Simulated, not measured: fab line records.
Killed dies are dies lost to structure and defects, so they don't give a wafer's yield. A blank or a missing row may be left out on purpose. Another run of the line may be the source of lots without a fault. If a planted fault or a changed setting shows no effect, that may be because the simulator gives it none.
Which tool is to blame? | flow berkeley cmos170 | 14 lots with 42 wafers sampled at 2 steps, on a route of 331 steps

## WHAT THE GAUGES READ, wafer by wafer
UCB170_PVT_TW_MEAS_09. Usual: PVT_TW gives 508 (standard deviation 3.4).
lot  | measured     | on            | PVT_TW                  | flag
L356 | day 6 12:00  | film metro-02 | 504 504 504             |
L352 | day 6 12:16  | film metro-01 | 509 510 508             |
L353 | day 6 12:37  | film metro-04 | 516 514 513             |
L364 | day 8 21:49  | film metro-01 | 511 507 508             |
L365 | day 8 22:06  | film metro-01 | 550 546 551 547 545 546 | OFF
L367 | day 8 22:43  | film metro-02 | 504 504 504             |
L366 | day 8 22:53  | film metro-04 | 509 508 510             |
L362 | day 8 23:07  | film metro-01 | 541 545 544 545 546 545 | OFF
L368 | day 9 03:14  | film metro-02 | 505 504 505             |
L371 | day 9 22:47  | film metro-04 | 514 515 511             |
L370 | day 9 22:53  | film metro-01 | 511 510 513             |
L369 | day 9 23:09  | film metro-02 | 506 503 508             |
L372 | day 10 10:40 | film metro-02 | 505 506 507             |
L375 | day 10 19:29 | film metro-01 | 508 506 506             |

## EACH LOT AND THE TOOL THAT RAN IT (in order: tool; ch and the chambers of the sampled wafers; start)
lot  | UCB170_PVT_IMPLANT_07
L356 | implanter-04 ch 0, day 6 11:47
L352 | implanter-02 ch 0, day 6 12:02
L353 | implanter-04 ch 0, day 6 12:16
L364 | implanter-03 ch 0, day 8 21:34
L365 | implanter-04 ch 0, day 8 21:51
L367 | implanter-02 ch 0, day 8 22:28
L366 | implanter-03 ch 0, day 8 22:39
L362 | implanter-04 ch 0, day 8 22:52
L368 | implanter-02 ch 0, day 9 02:59
L371 | implanter-02 ch 0, day 9 22:32
L370 | implanter-03 ch 0, day 9 22:38
L369 | implanter-02 ch 0, day 9 22:56
L372 | implanter-03 ch 0, day 10 10:26
L375 | implanter-03 ch 0, day 10 19:14
- UCB170_PVT_IMPLANT_07

## WHAT THE TOOLS THEMSELVES READ (means of the sampled wafers that have a number; where no wafer has one, the mark that the record gives instead)
UCB170_PVT_IMPLANT_07. Usual: beam energy keV 30.000, standard deviation 0.0092; beam on s 9.98 s, standard deviation 0.19.
lot  | tool         | beam energy keV | beam on s (s) | flag
L356 | implanter-04 | 30.007          | 9.85          |
L352 | implanter-02 | 30.000          | 9.88          |
L353 | implanter-04 | 30.007          | 9.99          |
L364 | implanter-03 | 30.001          | 9.97          |
L365 | implanter-04 | 38.996          | 9.96          | OFF
L367 | implanter-02 | 29.992          | 9.92          |
L366 | implanter-03 | 30.004          | 9.98          |
L362 | implanter-04 | 38.999          | 9.86          | OFF
L368 | implanter-02 | 29.995          | 9.99          |
L371 | implanter-02 | 29.995          | 10.01         |
L370 | implanter-03 | 29.997          | 9.91          |
L369 | implanter-02 | 29.990          | 9.82          |
L372 | implanter-03 | 30.003          | 9.94          |
L375 | implanter-03 | 29.993          | 10.23         |

## THE ANSWER, worked out from the rows above alone
Rule: take the mean of a lot's wafers that have a number; if it is more than 3 standard deviations from the usual mean, the lot is off. A lot without any number at a reading at which 4 lots or more have one is off too. The other lots that the step has rows for count as sound. First the gauges in route order, then the tools' own readings, where a lot's mean is used as printed above. The first step at which some lot is off is used, and at that step the reading that is off furthest; a lot without a number counts as furthest.
Off: at UCB170_PVT_TW_MEAS_09 (PVT_TW), L365, L362.
A tool fits if, at a process step before that reading, it ran every lot that is off, and no sound lot after the first of them. The gauges at UCB170_PVT_TW_MEAS_09 aren't tried: what is off there is off at UCB170_PVT_IMPLANT_07 too, on other tools, and a gauge's error can't cause that. One fits: UCB170_PVT_IMPLANT_07 on implanter-04. A fault onset in the window from L353 (day 6 12:16, its last sound lot) to L365 (day 8 21:51, its first lot off) fits.
The tool's own readings at UCB170_PVT_IMPLANT_07 bear it out: on the lots that are off they differ by more than 5 times the standard deviation of the sound lots' means. beam energy keV reads 38.998 there against 29.999 on the sound lots.

## WHAT THE SIMULATOR HAD PUT IN
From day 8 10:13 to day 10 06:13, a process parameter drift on implanter-04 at UCB170_PVT_IMPLANT_07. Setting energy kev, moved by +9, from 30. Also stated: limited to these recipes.
Struck lots among those shown: L365, L362. Same finding as the rule above.
